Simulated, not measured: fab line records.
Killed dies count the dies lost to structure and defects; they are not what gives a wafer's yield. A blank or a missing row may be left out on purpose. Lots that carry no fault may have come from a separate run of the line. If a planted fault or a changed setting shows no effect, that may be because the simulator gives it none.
Which tool was responsible? | flow berkeleyCmos170 | 14 lots, 42 wafers sampled, at 2 steps of a route of 331

== WHAT EACH GAUGE READ, for each wafer ==
UCB170_PWELL_THK_MEAS_03.
lot  | measured    | on           | PWELL_OXIDE_THK (nm)
L872 | day 3 11:29 | filmMetro-03 | 26.5 26.6 26.4
L874 | day 3 20:08 | filmMetro-03 | 27.0 26.7 26.6
L875 | day 3 20:08 | filmMetro-04 | 27.0 26.9 26.7
L877 | day 4 10:35 | filmMetro-03 | 26.9 27.3 27.2
L880 | day 4 17:32 | filmMetro-01 | 27.0 27.3 27.3
L879 | day 4 17:32 | filmMetro-03 | 26.6 26.8 27.1
L878 | day 4 17:33 | filmMetro-04 | 26.5 26.8 27.3
L883 | day 5 15:28 | filmMetro-01 | 26.2 26.0 26.5
L889 | day 5 22:14 | filmMetro-04 | 26.9 26.8 27.1
L888 | day 5 22:14 | filmMetro-03 | 26.8 26.9 27.0
L891 | day 6 10:22 | filmMetro-01 | 26.2 26.6 26.6
L892 | day 6 19:55 | filmMetro-03 | 27.0 26.7 27.0
L893 | day 6 22:40 | filmMetro-03 | 27.6 27.8 27.5
L894 | day 7 04:35 | filmMetro-03 | 26.3 27.1 26.6

UCB170_WELLDRIVE_THK_MEAS_02.
lot  | measured    | on           | WELLDRIVE_OXIDE_THK (nm)
L872 | day 4 13:17 | filmMetro-03 | 191 193 195
L874 | day 4 22:26 | filmMetro-04 | 201 201 201
L875 | day 4 22:23 | filmMetro-03 | 201 202 204
L877 | day 5 05:56 | filmMetro-02 | 205 203 205
L880 | day 5 14:07 | filmMetro-03 | 196 198 197
L879 | day 5 14:08 | filmMetro-02 | 204 205 203
L878 | day 5 14:08 | filmMetro-04 | 204 201 200
L883 | day 6 13:15 | filmMetro-02 | 200 199 198
L889 | day 6 16:44 | filmMetro-04 | 194 192 195
L888 | day 6 16:45 | filmMetro-02 | 206 203 202
L891 | day 7 03:29 | filmMetro-02 | 204 207 203
L892 | day 7 17:37 | filmMetro-02 | 197 198 198
L893 | day 7 21:20 | filmMetro-03 | 196 199 197
L894 | day 7 23:53 | filmMetro-02 | 205 205 205

== TOOL THAT RAN EACH LOT (tool first, then ch and the chambers of the sampled wafers, then the start) ==
Record: no process step prior to these readings.

== WHAT THE TOOLS THEMSELVES READ (means of the sampled wafers that have a number; where no wafer has one, the mark that the record gives instead) ==
The record holds no such reading with a usual standard deviation.

== THE ANSWER, worked out from the rows above alone ==
Rule: the usual values come from the lots themselves. Put in order of their means at a reading, lots are off if they are a third of the lots or fewer, leave a main group of 4 or more, and stand apart from it by a gap of 3 or more times the standard deviation of the main group's means; of several such gaps the widest counts. If all means in a main group match to the digits the tables above print for the reading, that group is not used. A lot without any number at a reading at which 4 lots or more have one is off too. All remaining lots with rows at the step are treated as sound. The gauges are gone through in route order, then the tools' own readings, and for those a lot's mean is taken as printed above. The first step at which some lot is off is used, and at that step the reading that is off furthest; a lot without a number counts as furthest.
Across all readings shown, no lot is off: no conclusion can be drawn from this.

== WHAT THE SIMULATOR HAD INSERTED ==
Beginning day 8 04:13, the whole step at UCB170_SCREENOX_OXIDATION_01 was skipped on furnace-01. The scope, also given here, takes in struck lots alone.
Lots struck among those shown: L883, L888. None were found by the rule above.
